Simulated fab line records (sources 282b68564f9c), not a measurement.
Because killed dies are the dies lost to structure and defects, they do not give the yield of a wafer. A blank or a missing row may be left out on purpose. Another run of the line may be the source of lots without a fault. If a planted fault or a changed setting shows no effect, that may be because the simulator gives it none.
Which tool did it? :: flow ritCmos :: 42 wafers from 14 lots sampled at 3 of the route's 202 steps

## WHAT EACH GAUGE READ, for each wafer
RIT_NWELL_OVL_MEAS_06. Usual: NWELL_OVL gives 0.4 nm (standard deviation 1.5).
lot: L307
measured: day 2 01:15
on: overlay-01
NWELL_OVL (nm): -0.3 -1.3 0.8
flag: 

lot: L308
measured: day 2 06:08
on: overlay-02
NWELL_OVL (nm): 1.2 -0.3 0.7
flag: 

lot: L310
measured: day 2 17:31
on: overlay-02
NWELL_OVL (nm): 1.6 3.2 1.0
flag: 

lot: L311
measured: day 2 23:41
on: overlay-02
NWELL_OVL (nm): 1.5 -0.4 0.6
flag: 

lot: L316
measured: day 4 00:45
on: overlay-02
NWELL_OVL (nm): 0.8 2.2 0.7
flag: 

lot: L317
measured: day 4 05:20
on: overlay-02
NWELL_OVL (nm): 2.2 0.5 0.9
flag: 

lot: L320
measured: day 4 19:52
on: overlay-02
NWELL_OVL (nm): 1.5 1.6 2.1
flag: 

lot: L321
measured: day 5 01:31
on: overlay-02
NWELL_OVL (nm): 2.8 1.4 1.5
flag: 

lot: L322
measured: day 5 05:11
on: overlay-01
NWELL_OVL (nm): -1.3 -1.6 -0.3
flag: 

lot: L323
measured: day 5 09:21
on: overlay-01
NWELL_OVL (nm): 1.5 2.6 1.5
flag: 

lot: L324
measured: day 5 14:56
on: overlay-01
NWELL_OVL (nm): 2.0 4.0 2.8
flag: 

lot: L325
measured: day 5 19:58
on: overlay-02
NWELL_OVL (nm): -0.5 0.7 -0.2
flag: 

lot: L326
measured: day 6 01:01
on: overlay-01
NWELL_OVL (nm): -0.6 -3.3 -0.3
flag: 

lot: L328
measured: day 6 11:26
on: overlay-02
NWELL_OVL (nm): 0.7 3.0 0.9
flag: 

RIT_PWELL_TW_MEAS_10. Usual: PWELL_TW gives 937 (standard deviation 7.5).
lot: L307
measured: day 2 03:34
on: filmMetro-02
PWELL_TW: 946 945 942
flag: 

lot: L308
measured: day 2 08:19
on: filmMetro-04
PWELL_TW: 928 927 932
flag: 

lot: L310
measured: day 2 19:41
on: filmMetro-04
PWELL_TW: 931 930 936
flag: 

lot: L311
measured: day 3 01:58
on: filmMetro-04
PWELL_TW: 938 941 949
flag: 

lot: L316
measured: day 4 02:55
on: filmMetro-04
PWELL_TW: 933 937 930
flag: 

lot: L317
measured: day 4 07:46
on: filmMetro-01
PWELL_TW: 926 928 928
flag: 

lot: L320
measured: day 4 22:11
on: filmMetro-02
PWELL_TW: 947 946 946
flag: 

lot: L321
measured: day 5 03:41
on: filmMetro-02
PWELL_TW: 948 950 952
flag: 

lot: L322
measured: day 5 07:28
on: filmMetro-02
PWELL_TW: 946 947 946
flag: 

lot: L323
measured: day 5 11:33
on: filmMetro-04
PWELL_TW: 931 933 933
flag: 

lot: L324
measured: day 5 17:14
on: filmMetro-04
PWELL_TW: 932 933 932
flag: 

lot: L325
measured: day 5 22:16
on: filmMetro-01
PWELL_TW: 927 926 929
flag: 

lot: L326
measured: day 6 03:11
on: filmMetro-04
PWELL_TW: 932 933 935
flag: 

lot: L328
measured: day 6 13:43
on: filmMetro-04
PWELL_TW: 931 934 934
flag: 

## WHAT TOOL EACH LOT RAN ON (gives the tool, then ch and the chambers of the sampled wafers, and finally the start)
lot: L307
RIT_FOX2_OXIDATION_00: furnace-03 ch 0, day 1 22:00

lot: L308
RIT_FOX2_OXIDATION_00: furnace-02 ch 0, day 2 03:00

lot: L310
RIT_FOX2_OXIDATION_00: furnace-01 ch 0, day 2 14:05

lot: L311
RIT_FOX2_OXIDATION_00: furnace-03 ch 0, day 2 20:29

lot: L316
RIT_FOX2_OXIDATION_00: furnace-02, day 3 21:33

lot: L317
RIT_FOX2_OXIDATION_00: furnace-02, day 4 02:11

lot: L320
RIT_FOX2_OXIDATION_00: furnace-01 ch 0, day 4 16:44

lot: L321
RIT_FOX2_OXIDATION_00: furnace-03 ch 0, day 4 22:19

lot: L322
RIT_FOX2_OXIDATION_00: furnace-02 ch 0, day 5 01:58

lot: L323
RIT_FOX2_OXIDATION_00: furnace-03 ch 0, day 5 06:08

lot: L324
RIT_FOX2_OXIDATION_00: furnace-01 ch 0, day 5 11:48

lot: L325
RIT_FOX2_OXIDATION_00: furnace-02 ch 0, day 5 16:49

lot: L326
RIT_FOX2_OXIDATION_00: furnace-01 ch 0, day 5 21:36

lot: L328
RIT_FOX2_OXIDATION_00: furnace-02 ch 0, day 6 08:04
- RIT_FOX2_OXIDATION_00: target thk 350.7 nm, ox time 1130 s.

## WHAT THE TOOLS THEMSELVES READ (means of the sampled wafers that have a number; where no wafer has one, the mark that the record gives instead)
RIT_FOX2_OXIDATION_00. Usual: oxTempC 1099.9 C, standard deviation 0.48; oxTempCMax 1104.3, standard deviation 1.4; spikeTcSourceC 1124.9 C, standard deviation 2.1.
lot: L307
tool: furnace-03
oxTempC (C): 1099.6
oxTempCMax: 1103.3
spikeTcSourceC (C): 1126.7
flag: 

lot: L308
tool: furnace-02
oxTempC (C): 1100.6
oxTempCMax: 1105.4
spikeTcSourceC (C): 1125.2
flag: 

lot: L310
tool: furnace-01
oxTempC (C): 1099.9
oxTempCMax: 1105.9
spikeTcSourceC (C): 1122.3
flag: 

lot: L311
tool: furnace-03
oxTempC (C): 1099.6
oxTempCMax: 1102.9
spikeTcSourceC (C): 1126.6
flag: 

lot: L316
tool: furnace-02
oxTempC (C): -
oxTempCMax: -
spikeTcSourceC (C): -
flag: OFF

lot: L317
tool: furnace-02
oxTempC (C): -
oxTempCMax: -
spikeTcSourceC (C): -
flag: OFF

lot: L320
tool: furnace-01
oxTempC (C): 1099.0
oxTempCMax: 1104.6
spikeTcSourceC (C): 1122.8
flag: 

lot: L321
tool: furnace-03
oxTempC (C): 1099.9
oxTempCMax: 1102.7
spikeTcSourceC (C): 1127.3
flag: 

lot: L322
tool: furnace-02
oxTempC (C): 1100.2
oxTempCMax: 1104.4
spikeTcSourceC (C): 1125.9
flag: 

lot: L323
tool: furnace-03
oxTempC (C): 1100.6
oxTempCMax: 1103.8
spikeTcSourceC (C): 1126.2
flag: 

lot: L324
tool: furnace-01
oxTempC (C): 1100.0
oxTempCMax: 1106.1
spikeTcSourceC (C): 1122.7
flag: 

lot: L325
tool: furnace-02
oxTempC (C): 1100.1
oxTempCMax: 1104.3
spikeTcSourceC (C): 1126.6
flag: 

lot: L326
tool: furnace-01
oxTempC (C): 1100.0
oxTempCMax: 1105.1
spikeTcSourceC (C): 1122.8
flag: 

lot: L328
tool: furnace-02
oxTempC (C): 1099.7
oxTempCMax: 1104.0
spikeTcSourceC (C): 1125.9
flag: 

## THE ANSWER, worked out from the rows above alone
Rule: a lot counts as off when the mean over its wafers that have a number is more than 3 standard deviations away from the usual mean. A lot without any number at a reading at which 4 lots or more have one is off too. Any other lot the step has rows for is counted as sound. Order of review: gauges by route order, followed by the tools' own readings, for which a lot's mean as printed above is used. The first step at which some lot is off is used, and at that step the reading that is off furthest; a lot without a number counts as furthest.
Off, at RIT_FOX2_OXIDATION_00 on oxTempC: L316, L317. Without a number there: L316, L317.
If a tool, at that step or one of the process steps before it, ran each lot that is off and ran no sound lot following the first of them, it fits. Of those tried, none fits.

## WHAT THE SIMULATOR HAD INSERTED
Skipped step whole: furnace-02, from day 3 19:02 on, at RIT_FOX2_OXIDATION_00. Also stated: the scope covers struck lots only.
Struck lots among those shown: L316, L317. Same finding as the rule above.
